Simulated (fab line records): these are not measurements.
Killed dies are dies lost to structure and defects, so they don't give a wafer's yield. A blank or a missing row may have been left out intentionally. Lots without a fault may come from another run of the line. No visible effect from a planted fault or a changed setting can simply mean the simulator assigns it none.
Split-lot experiment :: flow berkeleyCmos170 :: on a route of 331 steps: 5 lots, 23 wafers read

## SPLIT DETAILS
At UCB170_PSD_COAT_01 (resist thk 900 nm), the setting resistThkNm was moved away from the recipe's 900 nm on 7 of the 23 wafers read, by -5.7% to -4.0%. For the rest of the wafers, this setting stayed at what the recipe calls for.

The reading comes from the split's own step.

## THE READING
KrF_of_PSD_COAT_01.thkNm (the simulator's own value, which no gauge read), in nm, at UCB170_PSD_COAT_01 (resist thk 900 nm). There is no usual value for it anywhere in the file. Across the 16 wafers here that went through the recipe, the average is 900.2 nm and the standard deviation 2.9 nm.

wafer: L074.1
tool, chamber at the split: lithoTrack-04, 0
resistThkNm as run, nm: 900
against the recipe: recipe
KrF_of_PSD_COAT_01.thkNm, nm: 904
against lot-mates on the recipe: -

wafer: L074.3
tool, chamber at the split: lithoTrack-04, 0
resistThkNm as run, nm: 900
against the recipe: recipe
KrF_of_PSD_COAT_01.thkNm, nm: 903.2
against lot-mates on the recipe: -

wafer: L074.4
tool, chamber at the split: lithoTrack-04, 0
resistThkNm as run, nm: 900
against the recipe: recipe
KrF_of_PSD_COAT_01.thkNm, nm: 901
against lot-mates on the recipe: -

wafer: L074.5
tool, chamber at the split: lithoTrack-04, 0
resistThkNm as run, nm: 900
against the recipe: recipe
KrF_of_PSD_COAT_01.thkNm, nm: 902.8
against lot-mates on the recipe: -

wafer: L074.6
tool, chamber at the split: lithoTrack-04, 0
resistThkNm as run, nm: 900
against the recipe: recipe
KrF_of_PSD_COAT_01.thkNm, nm: 906.1
against lot-mates on the recipe: -

wafer: L077.3
tool, chamber at the split: lithoTrack-03, 0
resistThkNm as run, nm: 900
against the recipe: recipe
KrF_of_PSD_COAT_01.thkNm, nm: 901.8
against lot-mates on the recipe: -

wafer: L077.5
tool, chamber at the split: lithoTrack-03, 0
resistThkNm as run, nm: 900
against the recipe: recipe
KrF_of_PSD_COAT_01.thkNm, nm: 900.6
against lot-mates on the recipe: -

wafer: L077.6
tool, chamber at the split: lithoTrack-03, 0
resistThkNm as run, nm: 900
against the recipe: recipe
KrF_of_PSD_COAT_01.thkNm, nm: 901.9
against lot-mates on the recipe: -

wafer: L079.1
tool, chamber at the split: lithoTrack-04, 0
resistThkNm as run, nm: 860.9
against the recipe: -4.3%
KrF_of_PSD_COAT_01.thkNm, nm: 859.2
against lot-mates on the recipe: -38.8

wafer: L079.2
tool, chamber at the split: lithoTrack-04, 0
resistThkNm as run, nm: 860.9
against the recipe: -4.3%
KrF_of_PSD_COAT_01.thkNm, nm: 857.3
against lot-mates on the recipe: -40.7

wafer: L079.4
tool, chamber at the split: lithoTrack-04, 0
resistThkNm as run, nm: 900
against the recipe: recipe
KrF_of_PSD_COAT_01.thkNm, nm: 899.1
against lot-mates on the recipe: -

wafer: L079.5
tool, chamber at the split: lithoTrack-04, 0
resistThkNm as run, nm: 860.9
against the recipe: -4.3%
KrF_of_PSD_COAT_01.thkNm, nm: 859.7
against lot-mates on the recipe: -38.2

wafer: L079.6
tool, chamber at the split: lithoTrack-04, 0
resistThkNm as run, nm: 900
against the recipe: recipe
KrF_of_PSD_COAT_01.thkNm, nm: 896.8
against lot-mates on the recipe: -

wafer: L082.2
tool, chamber at the split: lithoTrack-01, 0
resistThkNm as run, nm: 864.2
against the recipe: -4.0%
KrF_of_PSD_COAT_01.thkNm, nm: 860.1
against lot-mates on the recipe: -37.1

wafer: L082.3
tool, chamber at the split: lithoTrack-01, 0
resistThkNm as run, nm: 900
against the recipe: recipe
KrF_of_PSD_COAT_01.thkNm, nm: 898
against lot-mates on the recipe: -

wafer: L082.4
tool, chamber at the split: lithoTrack-01, 0
resistThkNm as run, nm: 900
against the recipe: recipe
KrF_of_PSD_COAT_01.thkNm, nm: 896.8
against lot-mates on the recipe: -

wafer: L082.6
tool, chamber at the split: lithoTrack-01, 0
resistThkNm as run, nm: 900
against the recipe: recipe
KrF_of_PSD_COAT_01.thkNm, nm: 896.8
against lot-mates on the recipe: -

wafer: L082.5
tool, chamber at the split: lithoTrack-01, 0
resistThkNm as run, nm: 864.2
against the recipe: -4.0%
KrF_of_PSD_COAT_01.thkNm, nm: 861
against lot-mates on the recipe: -36.2

wafer: L083.1
tool, chamber at the split: lithoTrack-04, 0
resistThkNm as run, nm: 900
against the recipe: recipe
KrF_of_PSD_COAT_01.thkNm, nm: 898.1
against lot-mates on the recipe: -

wafer: L083.2
tool, chamber at the split: lithoTrack-04, 0
resistThkNm as run, nm: 900
against the recipe: recipe
KrF_of_PSD_COAT_01.thkNm, nm: 896.3
against lot-mates on the recipe: -

wafer: L083.3
tool, chamber at the split: lithoTrack-04, 0
resistThkNm as run, nm: 848.5
against the recipe: -5.7%
KrF_of_PSD_COAT_01.thkNm, nm: 847.7
against lot-mates on the recipe: -50.5

wafer: L083.4
tool, chamber at the split: lithoTrack-04, 0
resistThkNm as run, nm: 900
against the recipe: recipe
KrF_of_PSD_COAT_01.thkNm, nm: 900.3
against lot-mates on the recipe: -

wafer: L083.5
tool, chamber at the split: lithoTrack-04, 0
resistThkNm as run, nm: 848.5
against the recipe: -5.7%
KrF_of_PSD_COAT_01.thkNm, nm: 848.3
against lot-mates on the recipe: -49.9

FIT RESULTS
A straight line over all 23 wafers: KrF_of_PSD_COAT_01.thkNm changes by +9.44 nm for each +1% of resistThkNm; r = +0.99; the points scatter about the line by 2.7 nm.
The same after taking each lot's own level away (the mean of its wafers on the recipe; 23 wafers): +8.95 nm for each +1%; r = +1.00; scatter 1.3 nm.
That fit puts the effect of the largest move of resistThkNm on the reading at 51 nm.
From 897.20 to 903.42 nm: that is the span of the lots' own levels, equal to 2.2 times the standard deviation above.
Hence the lot-to-lot level has little effect on the slope; both slopes agree.
Check: with one of the wafers moved furthest among these (-5.7%) left out of the fit, the line predicts -51.5 nm for it against its lot-mates. Against them it came out at -50.5 nm.

## FURTHER SPLITS ON THESE WAFERS
Other splits were also applied to these wafers ahead of the reading. Each is held against what the fit with the lots' levels taken away leaves over:
other split on the same wafers: UCB170_NLDD_EXPOSE_03 doseMj
wafers away from the commonest value: 8
r with KrF_of_PSD_COAT_01.thkNm (lot level and that fit taken away): -0.31

## THE WHOLE CHAIN: every reading that the file lists as answering this split, in the file's order
step: UCB170_PSD_COAT_01
what it does: resist thk 900 nm
reading: KrF_of_PSD_COAT_01.thkNm (the simulator's own value, which no gauge read)
change (the file's fit): +8.95 nm for each +1% of the setting
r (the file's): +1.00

step: UCB170_PSD_STRIP_09
what it does: strips in O2
reading: stripTimeToEndpointS
change (the file's fit): withheld for each +1% of the setting
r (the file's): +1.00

step: UCB170_PSD_CD_MEAS_06
what it does: target cd 1200 nm
reading: cdNm
change (the file's fit): -0.513 nm for each +1% of the setting, in a fit together with doseMj@PSD_EXPOSE_03
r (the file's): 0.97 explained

## THE FILE'S OWN FIT
KrF_of_PSD_COAT_01.thkNm changes by +8.95 nm for each +1% of resistThkNm, r = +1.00.
